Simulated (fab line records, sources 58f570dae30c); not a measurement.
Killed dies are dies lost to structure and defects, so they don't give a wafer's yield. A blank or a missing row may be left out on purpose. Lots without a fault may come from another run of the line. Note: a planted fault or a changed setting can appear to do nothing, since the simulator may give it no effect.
Problem report in the 8D (eight disciplines) form, filled by code -- flow berkeleyCmos170 -- the parts of the form that need people (team, actions taken, sign-off) are left out

1. THE PROBLEM
Wafers without a fault read 89.10 s, standard deviation 0.15; runLengthS at UCB170_ZERO_SOFTBAKE_02 reads a mean of 104.05 s on 6 wafers belonging to 2 lots. That is +99 or more standard deviations from the usual mean.
The step: time 60 s.
Seen first at day 6 04:37 on lithoTrack-03, wafer L647.2. At this step, 42 wafers from 14 lots have a number in the record. Rule for "out" (also "out of limits"): further than 4 standard deviations from the usual mean. Any other wafer with a number is counted as sound.

2. WHAT IT IS AND WHAT IT IS NOT
question,is,is not
which readings at this step,runLengthS,exhaustPa
which lots,"L647, L649","L630, L631, L634, L635, L636, L637, L638, L640, L642, L646, L650, L651"
which wafers of those lots,all that have a number,-
read on which tools,lithoTrack-03,"lithoTrack-01, lithoTrack-04"
when,from day 6 04:37,"up to then (30 sound wafers); but 6 sound wafers of L650, L651 came after"

3. THE SUSPECTS, EACH WITH WHAT RULES IT OUT
Counting: a tool stays on the suspect list if, at a process step up to the reading, it processed all lots that are out and no sound lot following the first of them.
- lithoTrack-03 at UCB170_ZERO_SOFTBAKE_02 (time 60 s): kept. Every lot that is out went through it, starting with L647 (day 6 04:37), and after that it ran no sound lot; the last sound lot it ran before then is L642 (day 4 19:22). Out on those wafers are its own readings of runLengthS.
The count leaves lithoTrack-03 at UCB170_ZERO_SOFTBAKE_02.

4. THE CAUSE (what the simulator had put in)
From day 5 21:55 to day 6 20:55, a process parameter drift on lithoTrack-03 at UCB170_ZERO_SOFTBAKE_02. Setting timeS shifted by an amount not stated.
The count eliminated every tool but this one.

5. THE EFFECT CHAIN, in route order
Each row: a reading where the mean over the struck wafers with a number is more than 3 standard deviations away from the usual. Scope: only readings with a usual standard deviation given in the record; hours: median across lots of the time from each lot's start at the first step in this table that gives one to its start at this step; sigmas: change in usual standard deviations.
hours,step,reading,usual,on struck wafers,change,sigmas
0,UCB170_ZERO_SOFTBAKE_02,runLengthS,89.10 s,104.05,+14.95,+99 or more
The process steps in it:
- UCB170_ZERO_SOFTBAKE_02: time 60 s.
Later steps that measure or inspect, where all struck wafers having a row at the step show a number for every such reading and not one has moved that far: UCB170_FIELD_THK_MEAS_90, UCB170_PLDD_OVL_MEAS_07.

6. HOW IT WOULD HAVE BEEN CAUGHT EARLIER
7 hours passed between the start of the fault at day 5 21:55 and the first reading out of limits in this record, taken at day 6 04:37.
